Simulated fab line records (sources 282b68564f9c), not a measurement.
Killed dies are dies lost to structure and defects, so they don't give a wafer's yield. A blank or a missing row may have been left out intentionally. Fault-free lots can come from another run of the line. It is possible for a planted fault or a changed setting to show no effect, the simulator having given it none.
A single fault, viewed from 2 desks + flow rit_cmos + every desk sees just its own numbers, and what lay behind them comes last

== FOR THE TOOL OWNER'S DESK: rie_metal-01 ==
The tool's own readings at RIT_M1_METAL_ETCH_12 (etches Al in Cl2/BCl3, stops on SiO2, time 165 s, target depth 600 nm): means of the sampled wafers that have a number, for each lot that ran on this tool. If a lot's mean is further than 4 standard deviations from the usual mean, the lot is out of limits and carries the mark OUT (the distance appears in the brackets).
Columns: A = chamber_pressure_mTorr at RIT_M1_METAL_ETCH_12, usual 100.00 mTorr; B = drypump_motor_current_A at RIT_M1_METAL_ETCH_12, usual 5.9 A; C = oes_product_au at RIT_M1_METAL_ETCH_12, usual 0.774 a.u.; D = rf_fwd_power_W at RIT_M1_METAL_ETCH_12, usual 249.0 W; E = throttle_valve_pct at RIT_M1_METAL_ETCH_12, usual 8.24 %
| lot  | first seen here | A      | B   | C     | D     | E    |
|------|-----------------|--------|-----|-------|-------|------|
| L388 | day 4 15:16     | 100.06 | 5.9 | 0.787 | 248.5 | 8.42 |
| L393 | day 5 18:49     | 100.07 | 6.2 | 0.771 | 249.3 | 8.38 |
| L397 | day 6 05:45     | 100.02 | 6.4 | 0.778 | 248.9 | 8.35 |
This desk's finding: nothing out of limits on any of the 3 lots.

== FROM THE METROLOGY DESK ==
What the gauges read for every lot (on any tool): the sampled wafers with a number, averaged. If a lot's mean is further than 4 standard deviations from the usual mean, the lot is out of limits and carries the mark OUT (the distance appears in the brackets).
Columns: A = M1_AL_RS at RIT_M1_RS_MEAS_01, usual 0.0735 ohm/sq; B = M1_AL_THK at RIT_M1_THK_MEAS_02, usual 399 nm; C = cd_nm at RIT_M1_CD_MEAS_09, usual 2601.0 nm; D = M1_OVL at RIT_M1_OVL_MEAS_10, usual 0.2 nm
| lot  | first seen here | A      | B   | C      | D    |
|------|-----------------|--------|-----|--------|------|
| L387 | day 4 00:16     | 0.0736 | 397 | 2600.4 | 0.3  |
| L388 | day 4 13:37     | 0.0738 | 400 | 2600.5 | -1.5 |
| L393 | day 5 17:05     | 0.0725 | 404 | 2601.7 | 1.0  |
| L397 | day 6 04:03     | 0.0733 | 396 | 2598.8 | 0.4  |
| L402 | day 7 05:39     | 0.0742 | 399 | 2602.2 | -1.1 |
| L405 | day 8 02:22     | 0.0736 | 398 | 2603.5 | -1.0 |
This desk's finding: nothing out of limits on any of the 6 lots.

== TAKEN TOGETHER ==
The tool owner's desk saw nothing out of limits.
The metrology desk saw nothing out of limits.

== WHAT HAD BEEN PUT IN BY THE SIMULATOR ==
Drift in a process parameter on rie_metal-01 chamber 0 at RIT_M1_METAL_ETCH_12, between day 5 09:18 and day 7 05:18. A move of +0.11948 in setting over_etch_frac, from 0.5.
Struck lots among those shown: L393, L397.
